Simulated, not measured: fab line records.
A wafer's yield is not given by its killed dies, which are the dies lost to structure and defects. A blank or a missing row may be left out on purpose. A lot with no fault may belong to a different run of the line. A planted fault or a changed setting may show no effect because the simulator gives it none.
One fault seen from 2 desks | flow berkeley cmos170 | only its own numbers are on each desk; what lay behind them is given at the end

== THE METROLOGY DESK ==
What the gauges read for every lot (on any tool): the sampled wafers with a number, averaged. If a lot's mean is further than 4 standard deviations from the usual mean, the lot is out of limits and carries the mark OUT (the distance appears in the brackets).
Columns: A = PLDD_OVL at UCB170_PLDD_OVL_MEAS_07, usual 5 nm
lot  | first seen here | A
L314 | day 6 01:19     | 7
L315 | day 6 17:22     | 7
L316 | day 7 04:15     | 1
L317 | day 7 04:55     | -2
L319 | day 8 03:10     | 11
L321 | day 8 08:27     | 2
L323 | day 8 08:44     | 8
L327 | day 9 00:51     | 17
L325 | day 9 01:11     | 6
L328 | day 9 11:58     | 7
L332 | day 10 04:17    | 1
L331 | day 10 04:40    | 10
L334 | day 10 17:43    | 14
Finding of this desk: none of the 13 lots has anything out of limits.

== THE TOOL OWNER'S DESK: litho track-03 ==
The tool's own readings at UCB170_CONTACT_HMDS_03 (prime time 60 s): means of the sampled wafers that have a number, for each lot that ran on this tool. If a lot's mean is further than 4 standard deviations from the usual mean, the lot is out of limits and carries the mark OUT (the distance appears in the brackets).
Columns: A = chill plate temp C at UCB170_CONTACT_HMDS_03, usual 23.02 C; B = prime temp c at UCB170_CONTACT_HMDS_03, usual 99.97 C
lot  | first seen here | A     | B
L319 | day 8 17:10     | 22.94 | 100.02
L321 | day 9 00:14     | 23.00 | 100.00
L323 | day 9 01:37     | 23.04 | 97.63 (-18) OUT
L325 | day 9 19:47     | 23.00 | 97.43 (-20) OUT
This desk's finding: out of limits on L323, L325; first on L323, day 9 01:37 (prime temp c at UCB170_CONTACT_HMDS_03). In limits: L319, L321.

== PUT TOGETHER ==
At day 9 01:37, on L323, L325, the tool owner's desk was in a position to raise an alarm.
Nothing out of limits was seen by the metrology desk.
The metrology desk holds a record of L323, L325, inside its limits.
The lots listed all ran UCB170_CONTACT_HMDS_03 on litho track-03.

== WHAT THE SIMULATOR PUT IN ==
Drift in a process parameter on litho track-03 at UCB170_CONTACT_HMDS_03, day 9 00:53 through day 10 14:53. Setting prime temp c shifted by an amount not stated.
Lots struck among those shown: L323, L325.
Hours from the fault's start to each desk's first reading out of limits: the tool owner's desk, 1.
